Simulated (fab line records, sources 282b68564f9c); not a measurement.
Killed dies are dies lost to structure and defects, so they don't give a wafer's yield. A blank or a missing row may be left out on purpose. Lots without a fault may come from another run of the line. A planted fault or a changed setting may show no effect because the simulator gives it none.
A struck lot beside a sound one | flow rit_cmos | 44 steps out of a route of 202
Sound: wafers L553.2, L553.3, L553.6. Struck: wafers L555.2, L555.5, L555.6. The cause comes at the end.
At each step with rows: each side's tool, then ch and its chambers, then its first start. Under that, the readings that differ: sound wafers | struck wafers | difference of the means | sigmas: that difference in standard deviations of wafers without a fault.
alike: readings whose means differ by less than 2 such deviations, and words and numbers that are the same on both sides. not compared: withheld readings, readings that some wafer has no value for, bounds like >300 that may hide the same value, and numbers for which the record gives no deviation and whose values overlap.
The two part at a step that has a row with sigmas, a row that says differs or no value, or rows on one side only. Numbers that don't overlap but have no deviation are shown without sigmas and don't part them. A reading that every wafer of one side lacks parts them only if that side has two wafers or more.

RIT_FOX2_THK_MEAS_01:
  sound on film_metro-03, day 2 16:14; struck on film_metro-03, day 3 00:55
  alike: FOX2_OXIDE_THK
then, 2 steps without rows for these wafers: RIT_FOX2_CLEAN_02 (cleans in dHF, time 180 s); RIT_FOX2_WET_ETCH_03 (etches Si3N4 in H3PO4, target depth 195 nm, time 2700 s).
RIT_FOX2_THK_MEAS_90:
  sound on film_metro-02, day 2 18:04; struck on film_metro-02, day 3 02:34
  alike: FIELD_OXIDE_LEFT_1_THK
then, 6 steps without rows for these wafers: RIT_NWELL_HMDS_00 (prime time 60 s); RIT_NWELL_COAT_01 (resist thk 1300 nm); RIT_NWELL_SOFTBAKE_02 (time 60 s); RIT_NWELL_EXPOSE_03 (exposes mask M2, target cd 43900 nm); RIT_NWELL_PEB_04; RIT_NWELL_DEVELOP_05 (develop time 68 s).
RIT_NWELL_OVL_MEAS_06:
  sound on overlay-01, day 2 19:01; struck on overlay-01, day 3 03:30
  alike: NWELL_OVL
then, 1 step without rows for these wafers: RIT_NWELL_HARDBAKE_07 (time 120 s).
RIT_NWELL_IMPLANT_08:
  sound on implanter-02 ch 0, day 2 19:19; struck on implanter-02 ch 0, day 3 03:54
  reading            | sound                         | struck                        | difference | sigmas
  dose_ions_cm2      | 5.008e+13 5.008e+13 5.012e+13 | 2.899e+13 2.895e+13 2.895e+13 | -2.113e+13 | -99 or more
  faraday_current_uA | 159 159 165                   | 92 94 91                      | -69        | -21
RIT_NWELL_STRIP_09: strips in O2, time 180 s.
  sound on plasma_asher-04 ch 0,1, day 2 19:26; struck on plasma_asher-04 ch 0,1, day 3 04:02
  alike: drypump_motor_current_A, rf_refl_power_W
  not compared: rf_hours_counter_h
RIT_NWELL_TW_MEAS_10:
  sound on film_metro-01, day 2 19:37; struck on film_metro-03, day 3 04:13
  reading  | sound          | struck         | difference | sigmas
  NWELL_TW | 2138 2146 2155 | 1765 1785 1776 | -371       | -17
then, 6 steps without rows for these wafers: RIT_PWELL_HMDS_00 (prime time 60 s); RIT_PWELL_COAT_01 (resist thk 1300 nm); RIT_PWELL_SOFTBAKE_02 (time 60 s); RIT_PWELL_EXPOSE_03 (exposes mask M3, target cd 43700 nm); RIT_PWELL_PEB_04; RIT_PWELL_DEVELOP_05 (develop time 68 s).
RIT_PWELL_OVL_MEAS_06:
  sound on overlay-01, day 2 20:41; struck on overlay-02, day 3 05:16
  alike: PWELL_OVL
then, 2 steps without rows for these wafers: RIT_PWELL_HARDBAKE_07 (time 120 s); RIT_PWELL_IMPLANT_08.
RIT_PWELL_STRIP_09: strips in O2, time 180 s.
  sound on plasma_asher-04 ch 0,1, day 2 21:14; struck on plasma_asher-02 ch 0,1, day 3 05:55
  alike: drypump_motor_current_A, rf_refl_power_W
  not compared: rf_hours_counter_h
RIT_PWELL_TW_MEAS_10:
  sound on film_metro-01, day 2 21:25; struck on film_metro-03, day 3 06:06
  reading  | sound       | struck      | difference | sigmas
  PWELL_TW | 958 960 961 | 939 935 939 | -22        | -2
then, 1 step without rows for these wafers: RIT_WELLDRIVE_ANNEAL_00 (time 14700 s).
RIT_WELLDRIVE_RS_MEAS_01: measures by four-point-probe.
  sound on film_metro-03, day 3 02:34; struck on film_metro-01, day 3 11:16
  reading           | sound             | struck            | difference | sigmas
  NWELL_RS (ohm/sq) | 276.2 275.4 274.9 | 388.1 387.5 386.6 | +111.9     | +99 or more
RIT_WELLDRIVE_RS_MEAS_02: measures by four-point-probe.
  sound on film_metro-03, day 3 02:41; struck on film_metro-01, day 3 11:23
  reading           | sound             | struck            | difference | sigmas
  PWELL_RS (ohm/sq) | 427.0 426.6 427.3 | 429.3 429.8 429.9 | +2.7       | +2
then, 6 steps without rows for these wafers: RIT_NRETRO_HMDS_00 (prime time 60 s); RIT_NRETRO_COAT_01 (resist thk 1300 nm); RIT_NRETRO_SOFTBAKE_02 (time 60 s); RIT_NRETRO_EXPOSE_03 (exposes mask M4, target cd 43900 nm); RIT_NRETRO_PEB_04; RIT_NRETRO_DEVELOP_05 (develop time 68 s).
RIT_NRETRO_OVL_MEAS_06:
  sound on overlay-01, day 3 03:41; struck on overlay-01, day 3 12:29
  alike: NRETRO_OVL
then, 2 steps without rows for these wafers: RIT_NRETRO_HARDBAKE_07 (time 120 s); RIT_NRETRO_IMPLANT_08.
RIT_NRETRO_STRIP_09: strips in O2, time 180 s.
  sound on plasma_asher-03 ch 0,1, day 3 04:07; struck on plasma_asher-01 ch 0,1, day 3 12:55
  alike: drypump_motor_current_A, rf_refl_power_W
  not compared: rf_hours_counter_h
RIT_NRETRO_TW_MEAS_10:
  sound on film_metro-02, day 3 04:17; struck on film_metro-01, day 3 13:06
  reading   | sound          | struck         | difference | sigmas
  NRETRO_TW | 1056 1056 1052 | 1043 1053 1042 | -9         | -2
then, 2 steps without rows for these wafers: RIT_PRETRO_HMDS_00 (prime time 60 s); RIT_PRETRO_COAT_01 (resist thk 1300 nm).
RIT_CONTACT_ETCH_11: etches SiO2 in CHF3/CF4/Ar, stops on TiSi2, target depth 480 nm, time 320 s.
  sound on rie_diel-03 ch 0,1,3, day 4 03:04; struck on rie_diel-03 ch 0,2,3, day 4 10:55
  alike: drypump_motor_current_A, mfc_ar_sccm, oes_product_au, throttle_valve_pct
  not compared: rf_hours_counter_h, model.CONTACT.cd_nm
RIT_M1_PROBE_99:
  sound on prober-01, day 4 08:28; struck on prober-01, day 4 16:43
  reading                                 | sound             | struck            | difference | sigmas
  model.etest.pmos_0p3.r_on_ohm_um        | 6305 6394 6280    | 5965 6091 5818    | -368       |
  model.etest.pmos_turned.r_on_ohm_um     | 3444 3376 3387    | 3210 3244 3098    | -218       |
  model.etest.pmos_0p15.r_on_ohm_um       | 2797 2716 2715    | 2634 2639 2533    | -141       |
  model.etest.nwell_pinched.rs_ohm_sq     | 344.2 337.4 339.6 | 494.9 497.4 488.9 | +153.3     |
  model.etest.well_edge_right.line_ohm_um | 183.1 185.5 181.7 | 274.4 267.4 268.5 | +86.7      |
  model.etest.well_edge_left.line_ohm_um  | 182.9 181.1 182   | 271.9 268.1 273.1 | +89.0      |
  model.etest.pmos_0p15.drive_ua_um       | 256.4 259.4 261.9 | 279 277.4 289.9   | +23        |
  model.etest.pmos_turned.drive_ua_um     | 190.1 192.8 194.2 | 217.7 213.7 223.8 | +26.0      |
  alike: killed_at_front_end, killed_dies, killed_on_rim, killed_open, killed_short

WHERE THEY PART
First at RIT_NWELL_IMPLANT_08; last, within this record, at RIT_NRETRO_TW_MEAS_10. Later steps at which nothing parts them and some readings are alike: RIT_CONTACT_ETCH_11, RIT_M1_PROBE_99.

WHY: what the simulator had put in
Process parameter drift: implanter-02, from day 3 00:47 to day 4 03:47, at RIT_NWELL_IMPLANT_08. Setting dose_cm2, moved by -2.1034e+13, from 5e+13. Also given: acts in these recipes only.
